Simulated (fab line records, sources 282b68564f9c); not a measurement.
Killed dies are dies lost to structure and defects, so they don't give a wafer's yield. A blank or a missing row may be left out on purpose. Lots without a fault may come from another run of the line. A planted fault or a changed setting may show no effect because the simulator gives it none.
A struck lot beside a sound one | flow rit_cmos | 16 steps out of a route of 202
Sound: wafers L292.2, L292.4, L292.6. Struck: wafers L295.1, L295.4, L295.5. The cause comes at the end.
At each step with rows: each side's tool, then ch and its chambers, then its first start. Under that, the readings that differ: sound wafers | struck wafers | difference of the means | sigmas: that difference in standard deviations of wafers without a fault.
alike: readings whose means differ by less than 2 such deviations, and words and numbers that are the same on both sides. not compared: withheld readings, readings that some wafer has no value for, bounds like >300 that may hide the same value, and numbers for which the record gives no deviation and whose values overlap.
The two part at a step that has a row with sigmas, a row that says differs or no value, or rows on one side only. Numbers that don't overlap but have no deviation are shown without sigmas and don't part them. A reading that every wafer of one side lacks parts them only if that side has two wafers or more.

first, 4 steps without rows for these wafers: RIT_ACTIVE_SOFTBAKE_07 (time 60 s); RIT_ACTIVE_EXPOSE_08 (exposes mask M1, target cd 1400 nm); RIT_ACTIVE_PEB_09; RIT_ACTIVE_DEVELOP_10 (develop time 49.27 s).
RIT_ACTIVE_CD_MEAS_11: target cd 1400 nm.
  sound on cd_sem-02, day 2 00:28; struck on cd_sem-02, day 2 16:37
  alike: cd_nm
then, 1 step without rows for these wafers: RIT_ACTIVE_HARDBAKE_12 (time 60 s).
RIT_ACTIVE_ETCH_13: etches Si3N4 in SF6, stops on SiO2, time 210 s, target depth 210 nm.
  sound on rie_diel-03 ch 0,2, day 2 00:43; struck on rie_diel-03 ch 0,2,3, day 2 16:53
  alike: chamber_pressure_mTorr, drypump_motor_current_A, oes_product_au, throttle_valve_pct
  not compared: rf_hours_counter_h
RIT_ACTIVE_STRIP_14: strips in O2, time 180 s.
  sound on plasma_asher-03 ch 0,1, day 2 00:50; struck on plasma_asher-01 ch 0,1, day 2 17:02
  alike: chamber_pressure_mTorr, drypump_motor_current_A
  not compared: rf_hours_counter_h
RIT_ACTIVE_CD_MEAS_90: target cd 1400 nm.
  sound on cd_sem-01, day 2 01:02; struck on cd_sem-02, day 2 17:17
  alike: cd_nm
then, 3 steps without rows for these wafers: RIT_ACTIVE_CLEAN_15 (cleans in SC1, time 600 s); RIT_ACTIVE_CLEAN_16 (cleans in dHF, time 30 s); RIT_ACTIVE_CLEAN_17 (cleans in SC2, time 600 s).
RIT_FOX1_OXIDATION_00: target thk 350.7 nm, ox time 1130 s.
  sound on furnace-03 ch 0, day 2 01:41; struck on furnace-03 ch 0, day 2 18:47
  reading                                     | sound             | struck               | difference | sigmas
  ox_time_s (s)                               | 1130 1130 1130    | 1638.5 1638.5 1638.5 | +508.5     |
  model.SiO2_of_FOX1_OXIDATION_00.thk_nm (nm) | 348.2 345.9 346.6 | 435.3 435.3 439.9    | +89.9      |
  alike: ox_temp_c, tube_center_temp_C_max, zone_power_load_pct
RIT_FOX1_THK_MEAS_01:
  sound on film_metro-03, day 2 03:01; struck on film_metro-01, day 2 20:05
  reading             | sound       | struck      | difference | sigmas
  FOX1_OXIDE_THK (nm) | 348 346 347 | 435 436 440 | +90        | +15
then, 1 step without rows for these wafers: RIT_FOX1_WET_ETCH_02 (etches SiO2 in BOE, target depth 350 nm, time 390 s).
RIT_M1_PROBE_99:
  sound on prober-02, day 3 18:47; struck on prober-01, day 4 12:18
  reading                                          | sound               | struck               | difference | sigmas
  killed_at_M0_to_M3                               | 0 0 0               | 0 0 1                | +0         | +2
  model.etest.pldd.width_nm (nm)                   | 3201 3195 3197      | 3082 3087 3084       | -113       |
  model.etest.nldd.width_nm (nm)                   | 3193 3207 3214      | 3093 3084 3093       | -115       |
  model.etest.pplus_sal.width_nm (nm)              | 3460 3481 3454      | 3378 3360 3363       | -98        |
  model.etest.nplus_sal.width_nm (nm)              | 3455 3469 3462      | 3349 3345 3374       | -106       |
  model.etest.nmos_narrow.drive_ua_um              | 228.2 228.2 228.2   | 217.2 216.8 212.1    | -12.8      |
  model.etest.pmos_narrow.drive_ua_um              | 104.4 105.1 103.5   | 99.65 99.74 97.35    | -5.42      |
  model.etest.poly_comb_over_steps.leak_log10_a_um | -12.79 -12.8 -12.87 | -11.43 -12.56 -12.64 | +0.61      |
  model.etest.field_p.vt_v (V)                     | -13.11 -13.08 -13.1 | -11.77 -11.68 -11.69 | +1.38      |
  alike: killed_at_contacts, killed_at_front_end, killed_dies, killed_open, killed_short

WHERE THEY PART
First at RIT_FOX1_THK_MEAS_01; last, within this record, at RIT_M1_PROBE_99.

WHY: what the simulator had put in
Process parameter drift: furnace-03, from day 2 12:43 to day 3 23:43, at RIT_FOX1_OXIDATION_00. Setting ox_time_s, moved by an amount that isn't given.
